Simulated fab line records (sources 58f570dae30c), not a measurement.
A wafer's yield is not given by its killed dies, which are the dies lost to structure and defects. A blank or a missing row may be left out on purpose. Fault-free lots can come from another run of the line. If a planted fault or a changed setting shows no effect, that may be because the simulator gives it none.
The tool behind it: which one? | flow berkeleyCmos170 | Sampling: 15 lots, 45 wafers, 4 of 331 route steps

WHAT THE GAUGES READ, wafer by wafer
UCB170_GATE_THK_MEAS_05. Usual: GATE_POLY_THK typically reads 213.8 nm, with standard deviation 2.
lot  | measured     | on           | GATE_POLY_THK (nm) | flag
L594 | day 6 03:25  | filmMetro-01 | 215.6 214.2 214.5  | 
L596 | day 6 16:29  | filmMetro-02 | 213.4 212.1 211.8  | 
L597 | day 7 05:53  | filmMetro-02 | 213.3 211.1 213.9  | 
L598 | day 7 05:53  | filmMetro-03 | 214.1 214.2 213.0  | 
L599 | day 7 05:57  | filmMetro-01 | 210.3 210.6 211.5  | 
L600 | day 7 20:37  | filmMetro-03 | 215.4 215.3 213.9  | 
L602 | day 8 15:25  | filmMetro-03 | 214.5 212.7 211.3  | 
L603 | day 8 15:25  | filmMetro-02 | 211.5 214.8 214.0  | 
L604 | day 8 19:31  | filmMetro-03 | 279.5 280.9 279.6  | OFF
L606 | day 9 06:25  | filmMetro-02 | 282.7 283.4 283.3  | OFF
L607 | day 9 06:26  | filmMetro-01 | 280.0 282.2 281.9  | OFF
L608 | day 9 12:59  | filmMetro-02 | 211.0 211.6 213.5  | 
L609 | day 9 13:00  | filmMetro-01 | 216.8 215.5 217.2  | 
L614 | day 10 21:57 | filmMetro-03 | 211.4 211.4 212.7  | 
L615 | day 10 21:58 | filmMetro-01 | 212.6 210.9 213.1  | 

UCB170_PLDD_OVL_MEAS_07. Usual: PLDD_OVL typically reads 3 nm, with standard deviation 5.8.
lot  | measured     | on         | PLDD_OVL (nm) | flag
L594 | day 6 06:56  | overlay-02 | 4 2 -2        | 
L596 | day 6 20:34  | overlay-02 | 8 1 4         | 
L597 | day 7 08:56  | overlay-01 | -4 -3 0       | 
L598 | day 7 09:08  | overlay-01 | -1 -4 -1      | 
L599 | day 7 09:23  | overlay-02 | 10 5 9        | 
L600 | day 7 23:15  | overlay-02 | 0 3 4         | 
L602 | day 8 18:22  | overlay-02 | 2 -1 0        | 
L603 | day 8 18:38  | overlay-02 | 3 -4 -5       | 
L604 | day 8 22:58  | overlay-01 | -4            | 
L606 | day 9 09:20  | overlay-01 | -7            | 
L608 | day 9 16:10  | overlay-01 | 2 -5 -13      | 
L609 | day 9 17:35  | overlay-02 | 5 -1 3        | 
L614 | day 11 00:55 | overlay-02 | -4 4 -5       | 
L615 | day 11 01:22 | overlay-01 | 4 4 11        | 

WHICH TOOL RAN EACH LOT (tool, then ch and the chambers of the sampled wafers, then the start)
lot  | UCB170_GATE_CVD_04          | UCB170_GATE_ETCH_15
L594 | lpcvd-01 ch 0, day 6 02:01  | rieSi-02 ch 0,1,3, day 6 04:56
L596 | lpcvd-02 ch 0, day 6 15:05  | rieSi-01 ch 0,2,3, day 6 18:05
L597 | lpcvd-02 ch 1, day 7 04:29  | rieSi-02 ch 0,3, day 7 07:19
L598 | lpcvd-02 ch 1, day 7 04:29  | rieSi-01 ch 0,1,2, day 7 07:22
L599 | lpcvd-02 ch 0, day 7 04:29  | rieSi-02 ch 0,2,3, day 7 07:36
L600 | lpcvd-02 ch 0, day 7 19:13  | rieSi-01 ch 0,1, day 7 21:43
L602 | lpcvd-02 ch 1, day 8 14:01  | rieSi-01 ch 0,1, day 8 16:38
L603 | lpcvd-02 ch 0, day 8 14:01  | rieSi-02 ch 0,2, day 8 16:52
L604 | lpcvd-02 ch 0, day 8 18:07  | rieSi-02 ch 0,2, day 8 21:25
L606 | lpcvd-02 ch 1, day 9 05:01  | rieSi-01 ch 0,1,2, day 9 07:31
L607 | lpcvd-02 ch 0, day 9 05:01  | rieSi-02 ch 1,2, day 9 07:45
L608 | lpcvd-01 ch 0, day 9 11:34  | rieSi-01 ch 0,2,3, day 9 14:35
L609 | lpcvd-01 ch 1, day 9 11:34  | rieSi-02 ch 0,1,2, day 9 14:48
L614 | lpcvd-01 ch 0, day 10 20:32 | rieSi-01 ch 0,1,2, day 10 23:21
L615 | lpcvd-01 ch 0, day 10 20:32 | rieSi-01 ch 2,3, day 10 23:43
- UCB170_GATE_CVD_04: deposits poly-Si from SiH4, time 1440 s, target thk 214 nm.
- UCB170_GATE_ETCH_15: etches poly-Si in HBr/Cl2, stops on SiO2, time 56.3 s, target depth 278.2 nm.

WHAT THE TOOLS THEMSELVES READ (means of the sampled wafers that have a number; where no wafer has one, the mark that the record gives instead)
UCB170_GATE_ETCH_15. Usual: HBr_flow_sccm 149.9 sccm, standard deviation 0.41; drypumpMotorCurrentA 5.42 A, standard deviation 0.26; oesProductAu 0.835 a.u., standard deviation 0.013; throttleValvePct 26.46 %, standard deviation 0.12.
lot  | tool     | HBr_flow_sccm (sccm) | drypumpMotorCurrentA (A) | oesProductAu (a.u.) | throttleValvePct (%) | flag
L594 | rieSi-02 | 150.0                | 5.43                     | 0.850               | 26.39                | 
L596 | rieSi-01 | 150.4                | 5.39                     | 0.831               | 26.49                | 
L597 | rieSi-02 | 150.3                | 5.20                     | 0.840               | 26.45                | 
L598 | rieSi-01 | 150.1                | 5.55                     | 0.827               | 26.55                | 
L599 | rieSi-02 | 150.2                | 5.26                     | 0.832               | 26.40                | 
L600 | rieSi-01 | 150.0                | 5.70                     | 0.833               | 26.63                | 
L602 | rieSi-01 | 149.9                | 5.71                     | 0.822               | 26.62                | 
L603 | rieSi-02 | 149.6                | 5.14                     | 0.842               | 26.38                | 
L604 | rieSi-02 | 150.2                | 5.10                     | 1.008               | 26.43                | OFF
L606 | rieSi-01 | 149.9                | 5.55                     | 0.986               | 26.54                | OFF
L607 | rieSi-02 | 149.8                | 5.55                     | 1.012               | 26.33                | OFF
L608 | rieSi-01 | 149.7                | 5.39                     | 0.825               | 26.51                | 
L609 | rieSi-02 | 149.7                | 5.34                     | 0.849               | 26.38                | 
L614 | rieSi-01 | 150.3                | 5.54                     | 0.819               | 26.53                | 
L615 | rieSi-01 | 150.0                | 5.22                     | 0.825               | 26.44                | 

THE ANSWER, worked out from the rows above alone
Rule: lot off if the mean of its wafers having a number is beyond 3 standard deviations from the usual mean. A lot without any number at a reading at which 4 lots or more have one is off too. Any other lot the step has rows for is counted as sound. First the gauges in route order, then the tools' own readings, where a lot's mean is used as printed above. At the first step where some lot is off, the reading lying furthest off is the one used; lots without a number count as furthest.
Off: L604, L606, L607, seen at UCB170_GATE_THK_MEAS_05 (GATE_POLY_THK).
If a tool, at a process step before that reading, ran all the lots that are off and no sound lot after the first of them, it fits. The gauges at UCB170_GATE_THK_MEAS_05 aren't tried: what is off there is off at UCB170_GATE_ETCH_15 too, on other tools, and a gauge's error can't cause that. One fits: UCB170_GATE_CVD_04 on lpcvd-02. A fault onset in the window from L602 (day 8 14:01, its last sound lot) to L604 (day 8 18:07, its first lot off) fits.

WHAT HAD BEEN PUT IN BY THE SIMULATOR
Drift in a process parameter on lpcvd-02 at UCB170_GATE_CVD_04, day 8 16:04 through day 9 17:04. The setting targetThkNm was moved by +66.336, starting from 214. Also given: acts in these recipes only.
Shown lots that were struck: L604, L606, L607. Same finding as the rule above.
